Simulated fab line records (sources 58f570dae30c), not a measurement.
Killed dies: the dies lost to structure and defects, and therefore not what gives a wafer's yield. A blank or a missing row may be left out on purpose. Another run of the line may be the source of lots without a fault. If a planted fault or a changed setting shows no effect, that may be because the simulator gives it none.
Which of the tools did it? | flow berkeleyCmos170 | 15 lots with 45 wafers sampled at 4 steps, on a route of 331 steps

## WHAT THE GAUGES SHOWED, per wafer
UCB170_NVT_TW_MEAS_09. Usual: NVT_TW gives 523.8 (standard deviation 2.9).
lot  | measured     | on           | NVT_TW            | flag
L910 | day 6 12:56  | filmMetro-04 | 521.6 523.8 522.5 | 
L914 | day 6 22:14  | filmMetro-04 | 522.1 522.8 523.8 | 
L917 | day 8 00:52  | filmMetro-02 | 522.7 521.0 524.2 | 
L919 | day 8 00:42  | filmMetro-04 | 517.8 518.4 522.0 | 
L915 | day 8 00:26  | filmMetro-02 | 521.6 521.1 520.7 | 
L918 | day 8 01:16  | filmMetro-03 | 524.6 524.4 527.4 | 
L921 | day 8 19:47  | filmMetro-04 | 519.9 522.0 523.6 | 
L922 | day 9 09:15  | filmMetro-02 | 524.5 522.2 521.3 | 
L923 | day 9 09:29  | filmMetro-04 | 524.0 525.5 524.3 | 
L925 | day 9 09:01  | filmMetro-04 | 524.0 524.2 525.2 | 
L926 | day 10 00:55 | filmMetro-02 | 522.3 523.5 516.6 | 
L928 | day 10 13:42 | filmMetro-04 | 520.3 521.3 522.5 | 
L930 | day 10 14:01 | filmMetro-04 | 520.1 520.8 521.1 | 
L929 | day 10 14:10 | filmMetro-02 | 523.4 521.9 524.4 | 
L931 | day 11 04:58 | filmMetro-02 | 528.1 527.9 525.0 | 

UCB170_NLDD_CD_MEAS_06: target cd 1200 nm. Usual: cdNm reads 1200.3 nm (standard deviation 1.5).
lot  | measured     | on       | cdNm (nm)            | flag
L910 | day 7 08:46  | cdSem-02 | 1201.6 1201.5 1200.2 | 
L914 | day 7 14:56  | cdSem-02 | 1199.6 1199.0 1198.2 | 
L917 | day 9 07:21  | cdSem-02 | 1200.6 1198.6 1199.3 | 
L919 | day 9 07:43  | cdSem-02 | 1200.9 1200.3 1201.8 | 
L915 | day 9 02:23  | cdSem-01 | 1201.5 1202.2 1203.2 | 
L918 | day 9 07:58  | cdSem-02 | 1203.1 1202.6 1202.4 | 
L921 | day 9 18:51  | cdSem-02 | 1198.3 1199.5 1201.4 | 
L922 | day 10 09:54 | cdSem-01 | - - -                | OFF
L923 | day 10 09:55 | cdSem-02 | - - -                | OFF
L925 | day 10 10:38 | cdSem-02 | - - -                | OFF
L926 | day 10 22:21 | cdSem-02 | 1198.2 1200.2 1199.0 | 
L928 | day 11 11:38 | cdSem-02 | 1199.0 1199.7 1200.2 | 
L930 | day 11 12:37 | cdSem-01 | 1204.6 1201.7 1202.1 | 
L929 | day 11 11:55 | cdSem-02 | 1202.6 1201.0 1201.8 | 
L931 | day 12 08:11 | cdSem-01 | 1200.4 1199.8 1201.4 | 

## EACH LOT AND THE TOOL THAT RAN IT (in order: tool; ch and the chambers of the sampled wafers; start)
lot  | UCB170_PFIELD_STRIP_08             | UCB170_NLDD_COAT_01
L910 | plasmaAsher-04 ch 0,1, day 5 05:35 | lithoTrack-01 ch 0, day 7 08:05
L914 | plasmaAsher-02 ch 0,1, day 5 10:55 | lithoTrack-04 ch 0, day 7 14:08
L917 | plasmaAsher-01 ch 0,1, day 6 11:05 | lithoTrack-04 ch 0, day 9 05:57
L919 | plasmaAsher-04 ch 0, day 6 11:22   | lithoTrack-02 ch 0, day 9 05:57
L915 | plasmaAsher-01 ch 0,1, day 6 12:11 | lithoTrack-04 ch 0, day 9 01:40
L918 | plasmaAsher-02 ch 0,1, day 6 12:28 | lithoTrack-04 ch 0, day 9 06:25
L921 | plasmaAsher-02 ch 0,1, day 7 02:19 | lithoTrack-01 ch 0, day 9 17:56
L922 | plasmaAsher-02 ch 0,1, day 7 16:32 | lithoTrack-02, day 10 09:03
L923 | plasmaAsher-04 ch 0,1, day 7 16:49 | lithoTrack-01, day 10 09:08
L925 | plasmaAsher-01 ch 0,1, day 7 17:25 | lithoTrack-01, day 10 09:37
L926 | plasmaAsher-02 ch 0,1, day 8 08:47 | lithoTrack-01 ch 0, day 10 21:35
L928 | plasmaAsher-04 ch 0,1, day 9 01:08 | lithoTrack-02 ch 0, day 11 10:36
L930 | plasmaAsher-01 ch 0,1, day 9 07:11 | lithoTrack-02 ch 0, day 11 11:46
L929 | plasmaAsher-04 ch 0,1, day 9 07:28 | lithoTrack-01 ch 0, day 11 11:04
L931 | plasmaAsher-02 ch 0,1, day 9 11:45 | lithoTrack-02 ch 0, day 12 07:29
- UCB170_PFIELD_STRIP_08: strips in O2.
- UCB170_NLDD_COAT_01: resist thk 900 nm.

## WHAT THE TOOLS THEMSELVES READ (means of the sampled wafers that have a number; where no wafer has one, the mark that the record gives instead)
UCB170_PFIELD_STRIP_08. Usual: chamberPressureMTorr 3500 mTorr, standard deviation 3.2; drypumpMotorCurrentA 5.5 A, standard deviation 0.44; oesProductAu 0.734 a.u., standard deviation 0.0045; stripTimeToEndpointS 21.65 s, standard deviation 0.075.
lot  | tool           | chamberPressureMTorr (mTorr) | drypumpMotorCurrentA (A) | oesProductAu (a.u.) | stripTimeToEndpointS (s) | flag
L910 | plasmaAsher-04 | 3501                         | 5.7                      | 0.739               | 21.57                    | 
L914 | plasmaAsher-02 | 3500                         | 5.4                      | 0.734               | 21.63                    | 
L917 | plasmaAsher-01 | 3501                         | 5.8                      | 0.735               | 21.64                    | 
L919 | plasmaAsher-04 | 3497                         | 5.1                      | 0.731               | 21.62                    | 
L915 | plasmaAsher-01 | 3501                         | 6.0                      | 0.733               | 21.53                    | 
L918 | plasmaAsher-02 | 3498                         | 5.3                      | 0.738               | 21.64                    | 
L921 | plasmaAsher-02 | 3499                         | 5.2                      | 0.733               | 21.53                    | 
L922 | plasmaAsher-02 | 3499                         | 5.2                      | 0.734               | 21.66                    | 
L923 | plasmaAsher-04 | 3499                         | 5.4                      | 0.731               | 21.72                    | 
L925 | plasmaAsher-01 | 3496                         | 5.8                      | 0.734               | 21.74                    | 
L926 | plasmaAsher-02 | 3500                         | 5.3                      | 0.736               | 21.63                    | 
L928 | plasmaAsher-04 | 3500                         | 5.7                      | 0.732               | 21.72                    | 
L930 | plasmaAsher-01 | 3500                         | 6.0                      | 0.737               | 21.66                    | 
L929 | plasmaAsher-04 | 3502                         | 5.4                      | 0.733               | 21.61                    | 
L931 | plasmaAsher-02 | 3503                         | 5.3                      | 0.731               | 21.76                    | 

UCB170_NLDD_COAT_01. Usual: chillPlateTempC 22.99 C, standard deviation 0.098; dispensePressureKPa 50 kPa, standard deviation 4.4.
lot  | tool          | chillPlateTempC (C) | dispensePressureKPa (kPa) | flag
L910 | lithoTrack-01 | 22.93               | 55                        | 
L914 | lithoTrack-04 | 23.13               | 49                        | 
L917 | lithoTrack-04 | 23.08               | 49                        | 
L919 | lithoTrack-02 | 23.06               | 44                        | 
L915 | lithoTrack-04 | 23.03               | 49                        | 
L918 | lithoTrack-04 | 23.06               | 49                        | 
L921 | lithoTrack-01 | 23.03               | 55                        | 
L922 | lithoTrack-02 | -                   | -                         | OFF
L923 | lithoTrack-01 | -                   | -                         | OFF
L925 | lithoTrack-01 | -                   | -                         | OFF
L926 | lithoTrack-01 | 22.88               | 55                        | 
L928 | lithoTrack-02 | 22.99               | 44                        | 
L930 | lithoTrack-02 | 23.03               | 44                        | 
L929 | lithoTrack-01 | 22.91               | 55                        | 
L931 | lithoTrack-02 | 22.96               | 44                        | 

## THE ANSWER, worked out from the rows above alone
Rule: a lot is off if the mean of its wafers that have a number lies more than 3 standard deviations from the usual mean. A lot without any number at a reading at which 4 lots or more have one is off too. All remaining lots with rows at the step are treated as sound. First the gauges in route order, then the tools' own readings, where a lot's mean is used as printed above. At the first step where some lot is off, the reading lying furthest off is the one used; lots without a number count as furthest.
Off at UCB170_NLDD_CD_MEAS_06 (cdNm): L922, L923, L925. Without a number there: L922, L923, L925.
A tool fits if, at a process step before that reading, it ran every lot that is off, and no sound lot after the first of them. Not tried: the gauges at UCB170_NLDD_CD_MEAS_06; whatever is off there is also off at UCB170_NLDD_COAT_01, on other tools, and gauge error can't account for it. Not one of the candidates tried fits.

## WHAT WAS PUT IN BY THE SIMULATOR
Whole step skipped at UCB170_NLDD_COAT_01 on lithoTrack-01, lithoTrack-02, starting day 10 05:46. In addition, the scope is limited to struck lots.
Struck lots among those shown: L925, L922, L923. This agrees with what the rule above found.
